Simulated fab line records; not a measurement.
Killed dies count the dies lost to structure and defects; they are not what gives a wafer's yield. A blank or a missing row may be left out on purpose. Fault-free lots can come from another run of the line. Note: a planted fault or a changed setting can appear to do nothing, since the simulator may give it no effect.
A single fault, viewed from 2 desks	flow rit_cmos	every desk sees just its own numbers, and what lay behind them comes last

## DESK OF THE TOOL OWNER: wet_bench-02
The tool's own readings at RIT_GATE_CLEAN_04 (cleans in dHF, time 60 s): means of the sampled wafers that have a number, for each lot that ran on this tool. If a lot's mean is further than 4 standard deviations from the usual mean, the lot is out of limits and carries the mark OUT (the distance appears in the brackets).
Columns: A = run_length_s at RIT_GATE_CLEAN_04, usual 86.5 s
lot	first seen here	A
L470	day 3 01:10	84.4
L475	day 4 08:54	86.3
L477	day 4 16:04	86.4
L484	day 6 05:13	84.2
L486	day 6 12:02	325.8 (+99 or more) OUT
L487	day 6 17:27	328.3 (+99 or more) OUT
This desk's finding: out of limits on L486, L487; first on L486, day 6 12:02 (run_length_s at RIT_GATE_CLEAN_04). Within limits: L470, L475, L477, L484.

## FROM THE METROLOGY DESK
What the gauges read for every lot (on any tool): the sampled wafers with a number, averaged. If a lot's mean is further than 4 standard deviations from the usual mean, the lot is out of limits and carries the mark OUT (the distance appears in the brackets).
Columns: A = FIELD_OXIDE_LEFT_2_THK at RIT_FOX2_THK_MEAS_91, usual 257 nm
lot	first seen here	A
L467	day 2 12:31	255
L468	day 2 19:13	258
L469	day 2 21:45	267
L470	day 3 01:13	263
L475	day 4 08:56	258
L476	day 4 12:41	246
L477	day 4 16:07	272
L478	day 4 20:47	249
L480	day 5 03:24	258
L484	day 6 05:14	255
L486	day 6 12:05	230 (-4.2) OUT
L487	day 6 17:28	235
L489	day 7 09:13	249
L490	day 7 17:59	253
Finding of this desk: L486 out of limits, first seen on L486 at day 6 12:05 (FIELD_OXIDE_LEFT_2_THK at RIT_FOX2_THK_MEAS_91). Within limits: L467, L468, L469, L470, L475, L476, L477, L478, L480, L484, L487, L489, L490.

## ALL TOGETHER
An alarm could have come from the tool owner's desk at day 6 12:02, on L486, L487.
An alarm was possible from the metrology desk at day 6 12:05, on L486.
The metrology desk has L487 on record, within its limits.
Every lot named ran RIT_GATE_CLEAN_04 on wet_bench-02.

## WHAT THE SIMULATOR PUT IN
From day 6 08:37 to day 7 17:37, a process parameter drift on wet_bench-02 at RIT_GATE_CLEAN_04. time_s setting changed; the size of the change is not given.
Shown lots that were struck: L486, L487.
Hours from the fault's start to each desk's first reading out of limits: the tool owner's desk, 3; the metrology desk, 3.
